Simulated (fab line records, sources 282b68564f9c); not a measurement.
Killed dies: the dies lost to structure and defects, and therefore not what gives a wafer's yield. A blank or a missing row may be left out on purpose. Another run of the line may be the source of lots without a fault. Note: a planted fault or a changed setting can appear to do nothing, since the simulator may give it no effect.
fab line records -- flow rit-cmos
record: lots: 6, wafers: 18, last-day: 8
route steps=202 shown SDANNEAL@153 PSD@157 NSD@158 PLDD@159 NLDD@160 SILICIDE@161 M1@202
lots untouched by any fault: they come from a run of this same line in which no faults occurred
start-h: hours from the record's opening day to when the first of the lot's shown wafers began -- wait-h: hours elapsed since this lot's preceding step -- " the same as in the row above -- L1.1+2: one row covering several wafers at once -- - no value present, or no start provided -- * or withheld: withheld -- < > ~ a bound
route shown NAME@n: NAME is a module with steps in the file, n the number in the route of the first one -- usual: average and standard deviation across the fault-free wafers -- same: alike in all rows -- chamber/n: place in a boat -- sites: each site's reading -- _std_site: standard deviation across them -- _edge_site: inner sites' mean taken away from outer sites' mean -- radius-mm: for every site, how far away it sits from the centre of the wafer -- mask NAME#n: copy n -- behind: the tool/chamber that last shaped the wafer -- hold: reason for holding the lot/hours on hold/outcome of the hold -- device: whichever transistor did not switch (one of n, p or np) -- end of line: at the end of the route, the tests of the same wafers -- a step given without rows: its recipe and nothing more -- killed: at the first sort, the dies lost to defects and structure; wafer yield is something else -- map: the dies of a wafer, with x for killed, . for not killed, _ for no die there
set.NAME: the setting as run; set.NAME@STEP: as run at that earlier step -- model.NAME: the simulator's own value behind a step, which no gauge read
certain route steps with their lots: each step a table, each wafer a row
services: from which hour (start-h, from the record's first day; less than 0 if before it) a tool's chamber was out of use, for how many hours, and why
== steps ==
step: RIT_SDANNEAL_CLEAN_00
recipe: chemistry: SC1, mix: 3:3:50, time-s: 600, temp-c: 75
step: RIT_SDANNEAL_CLEAN_01
recipe: chemistry: dHF, dilution: 50:1, time-s: 30
step: RIT_SDANNEAL_CLEAN_02
recipe: chemistry: SC2, mix: 3:3:50, time-s: 600, temp-c: 75, dry: n2-spin
step: RIT_SDANNEAL_RTA_03
recipe: temp-c: 1050, time-s: 5, idle-temp-c: 600, ramp-up-c-per-s: 342, ramp-down-c-per-s: 171, cool-to-c: 600, ambient: N2
usual: anneal-temp-c-max: 1055.5/1, wafer_temp_C_max: 1053.5/1.2
lot.wafer,tool,chamber,start-h,wait-h,anneal-temp-c-max,wafer_temp_C_max
L459.2,rtp-anneal-02,0,74.90,0.0,1055.9,1054.8
L459.3,rtp-anneal-02,0,74.90,0.0,1056.6,1053.4
L459.4,rtp-anneal-02,0,74.90,0.0,1055.7,1053.7
L462.2,rtp-anneal-01,0,89.43,0.0,1054.9,1051.4
L462.5,rtp-anneal-01,0,89.43,0.0,1054.2,1053.8
L462.6,rtp-anneal-01,0,89.43,0.0,1055.5,1055.3
L468.3,rtp-anneal-01,0,128.62,0.0,1055.2,1057.2
L468.4,rtp-anneal-01,0,128.62,0.0,1056.6,1053.4
L468.5,rtp-anneal-01,0,128.62,0.0,1054.5,1054.4
L469.3,rtp-anneal-02,0,129.26,0.0,1054.8,1054.7
L469.5,rtp-anneal-02,0,129.26,0.0,1054.0,1052.6
L469.6,rtp-anneal-02,0,129.26,0.0,1055.0,1052.2
L472.1,rtp-anneal-01,0,158.90,0.0,1054.4,1055.0
L472.4,rtp-anneal-01,0,158.90,0.0,1054.8,1053.4
L472.6,rtp-anneal-01,0,158.90,0.0,1056.0,1053.5
L476.1,rtp-anneal-01,0,176.58,0.0,1055.2,1053.9
L476.2,rtp-anneal-01,0,176.58,0.0,1057.5,1052.1
L476.6,rtp-anneal-01,0,176.58,0.0,1056.4,1051.3
step: RIT_SDANNEAL_RS_MEAS_04
recipe: thk-meas-gauge: four-point-probe
usual: PSD_RS: 115.76/0.29
lot.wafer,tool,chamber,start-h,wait-h,PSD_RS[ohm/sq]
L459.2,film-metro-01,-,74.97,0.1,115.63
L459.3,film-metro-01,-,74.97,0.1,115.73
L459.4,film-metro-01,-,74.97,0.1,115.70
L462.2,film-metro-03,-,89.50,0.1,116.19
L462.5,film-metro-03,-,89.50,0.1,116.01
L462.6,film-metro-03,-,89.50,0.1,116.11
L468.3,film-metro-03,-,128.69,0.1,116.15
L468.4,film-metro-03,-,128.69,0.1,115.83
L468.5,film-metro-03,-,128.69,0.1,116.14
L469.3,film-metro-01,-,129.34,0.1,115.80
L469.5,film-metro-01,-,129.34,0.1,115.67
L469.6,film-metro-01,-,129.34,0.1,115.76
L472.1,film-metro-02,-,158.96,0.0,115.18
L472.4,film-metro-02,-,158.96,0.0,115.31
L472.6,film-metro-02,-,158.96,0.0,114.82
L476.1,film-metro-03,-,176.64,0.0,115.91
L476.2,film-metro-03,-,176.64,0.0,115.94
L476.6,film-metro-03,-,176.64,0.0,115.92
step: RIT_SDANNEAL_RS_MEAS_05
recipe: thk-meas-gauge: four-point-probe
usual: NSD_RS: 84.54/0.28
lot.wafer,tool,chamber,start-h,wait-h,NSD_RS[ohm/sq]
L459.2,film-metro-01,-,75.09,0.1,84.68
L459.3,film-metro-01,-,75.09,0.1,84.25
L459.4,film-metro-01,-,75.09,0.1,84.51
L462.2,film-metro-03,-,89.62,0.1,84.68
L462.5,film-metro-03,-,89.62,0.1,84.45
L462.6,film-metro-03,-,89.62,0.1,84.17
L468.3,film-metro-03,-,128.81,0.1,84.67
L468.4,film-metro-03,-,128.81,0.1,84.66
L468.5,film-metro-03,-,128.81,0.1,84.56
L469.3,film-metro-01,-,129.46,0.1,84.87
L469.5,film-metro-01,-,129.46,0.1,85.15
L469.6,film-metro-01,-,129.46,0.1,84.92
L472.1,film-metro-02,-,159.08,0.1,84.22
L472.4,film-metro-02,-,159.08,0.1,84.20
L472.6,film-metro-02,-,159.08,0.1,84.39
L476.1,film-metro-03,-,176.76,0.1,84.44
L476.2,film-metro-03,-,176.76,0.1,84.70
L476.6,film-metro-03,-,176.76,0.1,84.40
step: RIT_SDANNEAL_RS_MEAS_06
recipe: thk-meas-gauge: four-point-probe
usual: PLDD_RS: 178.4/0.45
lot.wafer,tool,chamber,start-h,wait-h,PLDD_RS[ohm/sq]
L459.2,film-metro-01,-,75.21,0.1,178.6
L459.3,film-metro-01,-,75.21,0.1,178.8
L459.4,film-metro-01,-,75.21,0.1,178.6
L462.2,film-metro-03,-,89.74,0.1,178.2
L462.5,film-metro-03,-,89.74,0.1,178.3
L462.6,film-metro-03,-,89.74,0.1,178.0
L468.3,film-metro-03,-,128.93,0.1,178.9
L468.4,film-metro-03,-,128.93,0.1,178.1
L468.5,film-metro-03,-,128.93,0.1,179.4
L469.3,film-metro-01,-,129.58,0.1,178.8
L469.5,film-metro-01,-,129.58,0.1,178.9
L469.6,film-metro-01,-,129.58,0.1,178.1
L472.1,film-metro-02,-,159.20,0.1,178.0
L472.4,film-metro-02,-,159.20,0.1,178.0
L472.6,film-metro-02,-,159.20,0.1,178.1
L476.1,film-metro-03,-,176.88,0.1,178.4
L476.2,film-metro-03,-,176.88,0.1,178.9
L476.6,film-metro-03,-,176.88,0.1,178.4
step: RIT_SDANNEAL_RS_MEAS_07
recipe: thk-meas-gauge: four-point-probe
usual: NLDD_RS: 151.6/0.57
lot.wafer,tool,chamber,start-h,wait-h,NLDD_RS[ohm/sq]
L459.2,film-metro-01,-,75.33,0.1,151.2
L459.3,film-metro-01,-,75.33,0.1,151.5
L459.4,film-metro-01,-,75.33,0.1,150.6
L462.2,film-metro-03,-,89.86,0.1,151.2
L462.5,film-metro-03,-,89.86,0.1,151.6
L462.6,film-metro-03,-,89.86,0.1,152.0
L468.3,film-metro-03,-,129.05,0.1,150.9
L468.4,film-metro-03,-,129.05,0.1,150.9
L468.5,film-metro-03,-,129.05,0.1,150.8
L469.3,film-metro-01,-,129.70,0.1,152.5
L469.5,film-metro-01,-,129.70,0.1,152.2
L469.6,film-metro-01,-,129.70,0.1,152.5
L472.1,film-metro-02,-,159.32,0.1,150.9
L472.4,film-metro-02,-,159.32,0.1,151.2
L472.6,film-metro-02,-,159.32,0.1,151.1
L476.1,film-metro-03,-,177.00,0.1,151.1
L476.2,film-metro-03,-,177.00,0.1,151.1
L476.6,film-metro-03,-,177.00,0.1,151.2
step: RIT_SILICIDE_WET_ETCH_00
recipe: chemistry: BOE, target: SiO2, target-depth-nm: 14, time-s: 15, dry: n2-spin, dilution: 10:1, temp-c: 21.5
step: RIT_SILICIDE_SPUTTER_01
recipe: material: Ti, target-thk-nm: 30, power-w: 350, chamber-pressure-pa: 0.667, gas: Ar, time-s: 240, substrate-temp-c: 25
usual: throttle-valve-pct: 29.5/1.1
lot.wafer,tool,chamber,start-h,wait-h,throttle-valve-pct
L459.2,pvd-sputter-01,-,75.44,0.0,28.1
L459.3,pvd-sputter-01,-,75.44,0.0,29.4
L459.4,pvd-sputter-01,-,75.44,0.0,29.3
L462.2,pvd-sputter-01,-,89.97,0.0,31.0
L462.5,pvd-sputter-01,-,89.97,0.0,28.5
L462.6,pvd-sputter-01,-,89.97,0.0,29.7
L468.3,pvd-sputter-01,-,129.15,0.0,28.2
L468.4,pvd-sputter-01,-,129.15,0.0,31.2
L468.5,pvd-sputter-01,-,129.15,0.0,29.5
L469.3,pvd-sputter-04,-,129.79,0.0,30.2
L469.5,pvd-sputter-04,-,129.79,0.0,28.4
L469.6,pvd-sputter-04,-,129.79,0.0,30.5
L472.1,pvd-sputter-01,-,159.45,0.0,31.1
L472.4,pvd-sputter-01,-,159.45,0.0,28.3
L472.6,pvd-sputter-01,-,159.45,0.0,30.8
L476.1,pvd-sputter-01,-,177.13,0.0,29.4
L476.2,pvd-sputter-01,-,177.13,0.0,28.2
L476.6,pvd-sputter-01,-,177.13,0.0,30.9
step: RIT_SILICIDE_RS_MEAS_02
recipe: thk-meas-gauge: four-point-probe, reads: Ti_of_SILICIDE_SPUTTER_01
usual: SILICIDE_TI_RS: 48.1/0.72
lot.wafer,tool,chamber,start-h,wait-h,SILICIDE_TI_RS[ohm/sq]
L459.2,film-metro-04,-,75.61,0.1,48.5
L459.3,film-metro-04,-,75.61,0.1,48.0
L459.4,film-metro-04,-,75.61,0.1,47.7
L462.2,film-metro-04,-,90.14,0.1,48.8
L462.5,film-metro-04,-,90.14,0.1,49.9
L462.6,film-metro-04,-,90.14,0.1,49.4
L468.3,film-metro-03,-,129.34,0.1,48.2
L468.4,film-metro-03,-,129.34,0.1,48.1
L468.5,film-metro-03,-,129.34,0.1,48.7
L469.3,film-metro-03,-,129.98,0.1,48.1
L469.5,film-metro-03,-,129.98,0.1,47.5
L469.6,film-metro-03,-,129.98,0.1,47.6
L472.1,film-metro-01,-,159.60,0.1,47.4
L472.4,film-metro-01,-,159.60,0.1,48.5
L472.6,film-metro-01,-,159.60,0.1,47.7
L476.1,film-metro-01,-,177.28,0.1,48.1
L476.2,film-metro-01,-,177.28,0.1,48.5
L476.6,film-metro-01,-,177.28,0.1,48.2
step: RIT_SILICIDE_THK_MEAS_03
recipe: thk-meas-gauge: xrf, reads: Ti_of_SILICIDE_SPUTTER_01
usual: SILICIDE_TI_THK: 30.1/0.43
lot.wafer,tool,chamber,start-h,wait-h,SILICIDE_TI_THK[nm]
L459.2,film-metro-04,-,75.72,0.1,29.7
L459.3,film-metro-04,-,75.72,0.1,30.0
L459.4,film-metro-04,-,75.72,0.1,30.3
L462.2,film-metro-04,-,90.25,0.1,29.7
L462.5,film-metro-04,-,90.25,0.1,29.1
L462.6,film-metro-04,-,90.25,0.1,29.2
L468.3,film-metro-03,-,129.44,0.1,30.1
L468.4,film-metro-03,-,129.44,0.1,30.0
L468.5,film-metro-03,-,129.44,0.1,29.9
L469.3,film-metro-03,-,130.08,0.1,30.1
L469.5,film-metro-03,-,130.08,0.1,30.3
L469.6,film-metro-03,-,130.08,0.1,30.4
L472.1,film-metro-01,-,159.72,0.1,30.7
L472.4,film-metro-01,-,159.72,0.1,30.1
L472.6,film-metro-01,-,159.72,0.1,30.5
L476.1,film-metro-01,-,177.40,0.1,30.4
L476.2,film-metro-01,-,177.40,0.1,30.2
L476.6,film-metro-01,-,177.40,0.1,30.3
step: RIT_SILICIDE_RTA_04
recipe: temp-c: 650, time-s: 10, idle-temp-c: 25, ramp-up-s: 5, ramp-down-s: 5, cool-to-c: 25, ambient: N2
usual: wafer_temp_C_max: 653.3/0.77
lot.wafer,tool,chamber,start-h,wait-h,wafer_temp_C_max
L459.2,rtp-anneal-01,0,75.79,0.1,652.0
L459.3,rtp-anneal-01,0,75.79,0.1,651.8
L459.4,rtp-anneal-01,0,75.79,0.1,653.2
L462.2,rtp-anneal-02,0,90.31,0.1,653.3
L462.5,rtp-anneal-02,0,90.31,0.1,653.3
L462.6,rtp-anneal-02,0,90.31,0.1,654.6
L468.3,rtp-anneal-01,0,129.50,0.1,656.5
L468.4,rtp-anneal-01,0,129.50,0.1,657.6
L468.5,rtp-anneal-01,0,129.50,0.1,656.5
L469.3,rtp-anneal-01,0,130.14,0.1,656.4
L469.5,rtp-anneal-01,0,130.14,0.1,656.9
L469.6,rtp-anneal-01,0,130.14,0.1,657.4
L472.1,rtp-anneal-02,0,159.78,0.1,653.4
L472.4,rtp-anneal-02,0,159.78,0.1,652.7
L472.6,rtp-anneal-02,0,159.78,0.1,653.5
L476.1,rtp-anneal-02,0,177.46,0.1,655.2
L476.2,rtp-anneal-02,0,177.46,0.1,654.4
L476.6,rtp-anneal-02,0,177.46,0.1,653.9
step: RIT_SILICIDE_WET_ETCH_05
recipe: chemistry: SPM, target: Ti, temp-c: 90, time-s: 120, dry: n2-spin
step: RIT_M1_PROBE_99
usual: killed-at-contacts: 0.1/0.3, killed-at-front-end: 7/3.1, killed-dies: 7/3.1, killed-on-rim: 1.9/1.5, killed-open: 3.8/2.3, killed-short: 3.2/1.9
same: gross-dies: 264, killed_at_M0_to_M3: 0, killed_at_M4_up: 0, killed-at-back-side: 0, killed-at-other: 0
lot.wafer,tool,chamber,start-h,wait-h,killed-at-contacts,killed-at-front-end,killed-dies,killed-on-rim,killed-open,killed-short
L459.2,prober-01,-,82.81,0.1,0,6,6,0,4,2
L459.3,prober-01,-,82.86,0.2,1,2,3,1,2,1
L459.4,prober-01,-,82.91,0.2,0,5,5,2,3,2
L462.2,prober-02,-,96.96,0.1,0,4,4,0,2,2
L462.5,prober-02,-,97.11,0.2,0,6,6,2,2,4
L462.6,prober-02,-,97.16,0.2,0,9,9,2,6,3
L468.3,prober-02,-,136.00,0.2,0,3,3,0,1,1
L468.4,prober-02,-,136.05,0.2,0,5,5,2,3,1
L468.5,prober-02,-,136.10,0.2,0,5,5,0,2,1
L469.3,prober-01,-,137.50,0.2,0,7,7,3,4,3
L469.5,prober-01,-,137.60,0.2,0,3,3,0,2,1
L469.6,prober-01,-,137.65,0.2,0,5,5,1,3,2
L472.1,prober-01,-,167.12,0.1,0,9,9,4,5,4
L472.4,prober-01,-,167.27,0.2,0,9,9,1,6,3
L472.6,prober-01,-,167.37,0.2,0,7,7,2,4,3
L476.1,prober-01,-,184.32,0.1,0,3,3,0,1,2
L476.2,prober-01,-,184.37,0.1,0,7,7,2,4,3
L476.6,prober-01,-,184.57,0.2,0,7,7,1,4,3
killed by level:class
L459.2 GATE:geometric-particle:open=2 FOX1:geometric-particle:open=1 GATE:geometric-particle:short=1 REOX:geometric-particle:short=1 SPACER:geometric-particle:open=1
L459.3 GATE:geometric-particle:open=1 REOX:geometric-particle:short=1 CONTACT:geometric-particle:open=1
L459.4 ACTIVE:geometric-particle:open=1 GATE:geometric-particle:open=1 GATE:geometric-particle:short=1 SPACER:geometric-particle:open=1 SPACER:geometric-particle:short=1
L462.2 FOX1:geometric-particle:short=2 SPACER:geometric-particle:open=1 SILICIDE:geometric-particle:open=1
L462.5 SPACER:geometric-particle:short=3 GATE:geometric-particle:open=1 REOX:geometric-particle:open=1 SILICIDE:geometric-particle:short=1
L462.6 GATE:geometric-particle:open=3 SPACER:geometric-particle:open=2 GATE:geometric-particle:short=1 SPACER:geometric-particle:short=1 SILICIDE:geometric-particle:short=1 SILICIDE:geometric-particle:open=1
L468.3 FOX2:geometric-particle:short=1 SILICIDE:geometric-particle:open=1 PRETRO:coat-microbubble-printed=1
L468.4 SPACER:geometric-particle:open=2 GATE:geometric-particle:short=1 REOX:geometric-particle:open=1 PRETRO:coat-microbubble-printed=1
L468.5 PRETRO:coat-microbubble-printed=2 FOX1:geometric-particle:short=1 GATE:geometric-particle:open=1 REOX:geometric-particle:open=1
L469.3 GATE:geometric-particle:open=3 FOX1:geometric-particle:short=1 FOX2:geometric-particle:short=1 GATE:geometric-particle:short=1 REOX:geometric-particle:open=1
L469.5 FOX1:geometric-particle:open=1 SPACER:geometric-particle:short=1 SILICIDE:geometric-particle:open=1
L469.6 FOX1:geometric-particle:open=1 FOX2:geometric-particle:open=1 GATE:geometric-particle:open=1 REOX:geometric-particle:short=1 SPACER:geometric-particle:short=1
L472.1 GATE:geometric-particle:short=4 FOX1:geometric-particle:open=2 FOX2:geometric-particle:open=1 GATE:geometric-particle:open=1 SPACER:geometric-particle:open=1
L472.4 GATE:geometric-particle:short=2 REOX:geometric-particle:open=2 FOX1:geometric-particle:open=1 FOX2:geometric-particle:short=1 SPACER:geometric-particle:open=1 GATE:geometric-particle:open=1 SILICIDE:geometric-particle:open=1
L472.6 SILICIDE:geometric-particle:open=2 FOX1:geometric-particle:open=1 FOX1:geometric-particle:short=1 GATE:geometric-particle:short=1 GATE:geometric-particle:open=1 SILICIDE:geometric-particle:short=1
L476.1 FOX1:geometric-particle:short=1 GATE:geometric-particle:open=1 GATE:geometric-particle:short=1
L476.2 FOX2:geometric-particle:open=2 FOX2:geometric-particle:short=1 GATE:geometric-particle:short=1 GATE:geometric-particle:open=1 REOX:geometric-particle:short=1 SILICIDE:geometric-particle:open=1
L476.6 GATE:geometric-particle:open=2 SPACER:geometric-particle:short=2 GATE:geometric-particle:short=1 REOX:geometric-particle:open=1 SILICIDE:geometric-particle:open=1
== services ==
tool,chamber,start-h,hours,kind
pvd-sputter-04,-,79.21,23.4,repair
pvd-sputter-04,-,130.65,1.9,repair
rtp-anneal-01,-,163.65,5.1,pm
== key ==
first-sign: step: RIT_SILICIDE_RTA_04, reading: wafer_temp_C_max, direction: up, sigmas: 4.6, usual: *, struck: *
effect none on later readings
met-at RIT_SILICIDE_RTA_04
struck-wafers L468.3,L468.4,L468.5,L469.3,L469.5,L469.6
tester-left-out L468,L469
onset-between 75.79 129.50
fault: kind: process-parameter-drift, tool: rtp-anneal-01, chamber: -, onset-h: 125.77, steps: RIT_SILICIDE_RTA_04, channel: temp-c, offset: *, shape: step, end-h: 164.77, acts-in: *, stated: *
tester-left-out: of these lots the tester's yield and bins aren't shown, on N5 and GAA mostly nor the transistor test; their killed dies are dies lost to structure and defects alone, not to doping, threshold or leakage, so they don't give the yield
